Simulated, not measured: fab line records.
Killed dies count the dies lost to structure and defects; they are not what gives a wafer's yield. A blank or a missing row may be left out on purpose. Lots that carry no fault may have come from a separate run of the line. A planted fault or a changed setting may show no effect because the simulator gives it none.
A lot that was struck, set against a sound lot -- flow rit-cmos -- 15 steps out of a route of 202
Sound: these wafers, L283.2, L283.3, L283.4. The struck wafers were L293.2, L293.3, L293.5. At the end, the cause is stated.
Order at every step that has rows: each side's tool, ch and its chambers, its first start. Under that, the readings that differ: sound wafers -- struck wafers -- difference of the means -- sigmas: that difference in standard deviations of wafers without a fault.
alike: same words and numbers on both sides, and readings whose means sit less than 2 such deviations apart. not compared: any withheld reading, any reading some wafer has no value for, any bound like >300 that may hide the same value, and any number with overlapping values for which the record gives no deviation.
Wherever a step has rows on one side only, a row that says differs or no value, or a row with sigmas, the two part there. Numbers that don't overlap but have no deviation are shown without sigmas and don't part them. A reading that every wafer of one side lacks parts them only if that side has two wafers or more.

RIT_CONTACT_OVL_MEAS_09:
  sound on overlay-01 at day 3 15:29; struck on overlay-01 at day 6 02:29
  alike: CONTACT_OVL
then, 1 step without rows for these wafers: RIT_CONTACT_HARDBAKE_10 (time 60 s).
RIT_CONTACT_ETCH_11: etches SiO2 in CHF3/CF4/Ar, stops on TiSi2, target depth 480 nm, time 320 s.
  sound on rie-diel-02 ch 2,3, day 3 15:40; struck on rie-diel-04 ch 1,3, day 6 02:40
  alike: drypump-motor-current-A, oes-product-au, throttle-valve-pct
  not compared: rf-hours-counter-h
RIT_CONTACT_STRIP_12: strips in O2, time 180 s.
  sound on plasma-asher-04 ch 0,1, day 3 15:52; struck on plasma-asher-02 ch 0,1, day 6 02:51
  alike: drypump-motor-current-A
  not compared: rf-hours-counter-h
RIT_CONTACT_CD_MEAS_90 targets a cd of 1000 nm.
  sound on cd-sem-02 at day 3 16:03; struck on cd-sem-02 at day 6 03:03
  alike: cd-nm
then, 2 steps without rows for these wafers: RIT_CONTACT_CLEAN_13 (cleans in SC1, time 600 s); RIT_CONTACT_CLEAN_14 (cleans in SC2, time 600 s).
RIT_M1_SPUTTER_00: material Al, target thk 400 nm, time 500 s.
  sound on pvd-sputter-03 at day 3 16:30; struck on pvd-sputter-04 at day 6 03:30
  alike: throttle-valve-pct
RIT_M1_RS_MEAS_01: a four-point-probe measurement.
  sound on film-metro-01 at day 3 16:49; struck on film-metro-03 at day 6 03:49
  alike: M1_AL_RS
RIT_M1_THK_MEAS_02: measures by xrf.
  sound on film-metro-01 at day 3 16:56; struck on film-metro-03 at day 6 03:55
  alike: M1_AL_THK
then, 2 steps without rows for these wafers: RIT_M1_HMDS_03 (prime time 60 s); RIT_M1_COAT_04 (resist thk 1300 nm).
RIT_M1_SOFTBAKE_05: time 60 s.
  sound on litho-track-03 ch 0, day 3 17:18; struck on litho-track-03 ch 0, day 6 04:18
reading,sound,struck,difference,sigmas
heater-power-total-W (W),34.47 34.49 34.56,35.18 35.27 35.31,+0.75,+15
plate-temp-C (C),90.03 90.05 89.80,91.27 91.29 91.42,+1.37,+11
then, 1 step without rows for these wafers: RIT_M1_EXPOSE_06 (exposes mask M12, target cd 2600 nm).
RIT_M1_PROBE_99:
  sound on prober-02 at day 3 20:37; struck on prober-02 at day 6 07:41
  alike: defect-limited-yield, killed-at-front-end, killed-dies, killed-open, killed-short, sort_bin_3_pad_short, sort_bin_5_function, sort_bin_6_memory, sort-n-pass, sort-yield-pct

## WHERE THEY PART
Only at RIT_M1_SOFTBAKE_05, as far as this record shows. Later steps at which nothing parts them and some readings are alike: RIT_M1_PROBE_99.

WHY: what had been put in by the simulator
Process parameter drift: litho-track-03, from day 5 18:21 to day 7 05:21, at RIT_M1_SOFTBAKE_05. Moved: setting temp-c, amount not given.
